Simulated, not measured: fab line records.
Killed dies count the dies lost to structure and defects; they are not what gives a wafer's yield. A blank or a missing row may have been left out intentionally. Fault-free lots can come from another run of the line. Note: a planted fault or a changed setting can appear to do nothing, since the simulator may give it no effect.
The same fault as seen by 2 desks || flow rit_cmos || each desk holds nothing but its own numbers, with what lay behind them at the end

THE METROLOGY DESK
Means of the sampled wafers that have a number, per lot and without regard to the tool the lot ran on: this is what the gauges read. Any lot whose mean is over 4 standard deviations away from the usual mean is out of limits and marked OUT; that distance is given in the brackets.
Columns: A = INCOMING_BOW at RIT_ACTIVE_BOW_MEAS_00, usual 1 um; B = NWELL_TW at RIT_NWELL_TW_MEAS_10, usual 2137; C = NWELL_RS at RIT_WELLDRIVE_RS_MEAS_01, usual 275.3 ohm/sq; D = REOX_OXIDE_THK at RIT_REOX_THK_MEAS_04, usual 25.2 nm
{"lot": "L460", "first seen here": "day 1 10:01", "A": -3, "B": 2143, "C": 275.3, "D": 24.8}
{"lot": "L461", "first seen here": "day 1 15:00", "A": 0, "B": 2144, "C": 275.6, "D": 25.2}
{"lot": "L462", "first seen here": "day 1 20:00", "A": 1, "B": 2146, "C": 274.5, "D": 25.0}
{"lot": "L463", "first seen here": "day 2 01:01", "A": 6, "B": 2135, "C": 275.7, "D": 25.3}
{"lot": "L464", "first seen here": "day 2 06:04", "A": -4, "B": 2133, "C": 275.5, "D": 24.6}
{"lot": "L465", "first seen here": "day 2 11:00", "A": 4, "B": 2119, "C": 275.7, "D": 24.9}
{"lot": "L466", "first seen here": "day 2 16:04", "A": 4, "B": 2135, "C": 274.3, "D": 25.0}
{"lot": "L469", "first seen here": "day 3 07:01", "A": 9, "B": "2319 (+19) OUT", "C": "234.7 (-45) OUT", "D": 25.0}
{"lot": "L471", "first seen here": "day 3 17:00", "A": 5, "B": 2139, "C": 276.2, "D": 25.3}
{"lot": "L473", "first seen here": "day 4 03:00", "A": 0, "B": "2337 (+21) OUT", "C": "235.7 (-43) OUT", "D": 25.5}
{"lot": "L475", "first seen here": "day 4 13:00", "A": 3, "B": "2323 (+19) OUT", "C": "235.4 (-44) OUT", "D": 25.4}
{"lot": "L476", "first seen here": "day 4 18:00", "A": -5, "B": 2128, "C": 276.0, "D": 25.1}
{"lot": "L477", "first seen here": "day 4 23:01", "A": -1, "B": 2143, "C": 274.1, "D": 25.4}
{"lot": "L478", "first seen here": "day 5 04:00", "A": 2, "B": 2135, "C": 275.0, "D": 24.7}
{"lot": "L479", "first seen here": "day 5 09:01", "A": -1, "B": 2134, "C": 275.8, "D": 25.4}
This desk reports L469, L473, L475 out of limits; the earliest was L469 at day 3 18:35 (NWELL_TW at RIT_NWELL_TW_MEAS_10). In limits: L460, L461, L462, L463, L464, L465, L466, L471, L476, L477, L478, L479.

DESK OF THE TOOL OWNER: implanter-02
The tool's own readings at RIT_NWELL_IMPLANT_08: means of the sampled wafers that have a number, for each lot that ran on this tool. Any lot whose mean is over 4 standard deviations away from the usual mean is out of limits and marked OUT; that distance is given in the brackets.
Columns: A = dose_ions_cm2 at RIT_NWELL_IMPLANT_08, usual 5.001e+13; B = faraday_current_uA at RIT_NWELL_IMPLANT_08, usual 158; C = tilt_deg at RIT_NWELL_IMPLANT_08, usual 6.999 degrees
{"lot": "L463", "first seen here": "day 2 14:20", "A": 4.998e+13, "B": 159, "C": 6.993}
{"lot": "L464", "first seen here": "day 2 18:20", "A": 5.007e+13, "B": 160, "C": 6.991}
{"lot": "L469", "first seen here": "day 3 18:16", "A": "6.506e+13 (+99 or more) OUT", "B": "204 (+14) OUT", "C": 7.004}
{"lot": "L473", "first seen here": "day 4 15:07", "A": "6.498e+13 (+99 or more) OUT", "B": "205 (+15) OUT", "C": 6.984}
{"lot": "L475", "first seen here": "day 4 23:49", "A": "6.501e+13 (+99 or more) OUT", "B": "205 (+15) OUT", "C": 6.989}
Finding of this desk: L469, L473, L475 out of limits; the first was L469 at day 3 18:16, on dose_ions_cm2 at RIT_NWELL_IMPLANT_08. In limits: L463, L464.

TAKEN TOGETHER
An alarm could have come from the tool owner's desk at day 3 18:16, on L469, L473, L475.
On L469, L473, L475, the metrology desk was in a position to raise an alarm at day 3 18:35.
RIT_NWELL_IMPLANT_08 was run on implanter-02 by each of the lots named.

WHAT THE SIMULATOR HAD INSERTED
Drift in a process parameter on implanter-02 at RIT_NWELL_IMPLANT_08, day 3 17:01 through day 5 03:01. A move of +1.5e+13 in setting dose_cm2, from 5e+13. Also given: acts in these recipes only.
Lots struck among those shown: L469, L473, L475.
Counting hours from when the fault started, the first reading out of limits came at 1 for the tool owner's desk and at 2 for the metrology desk.
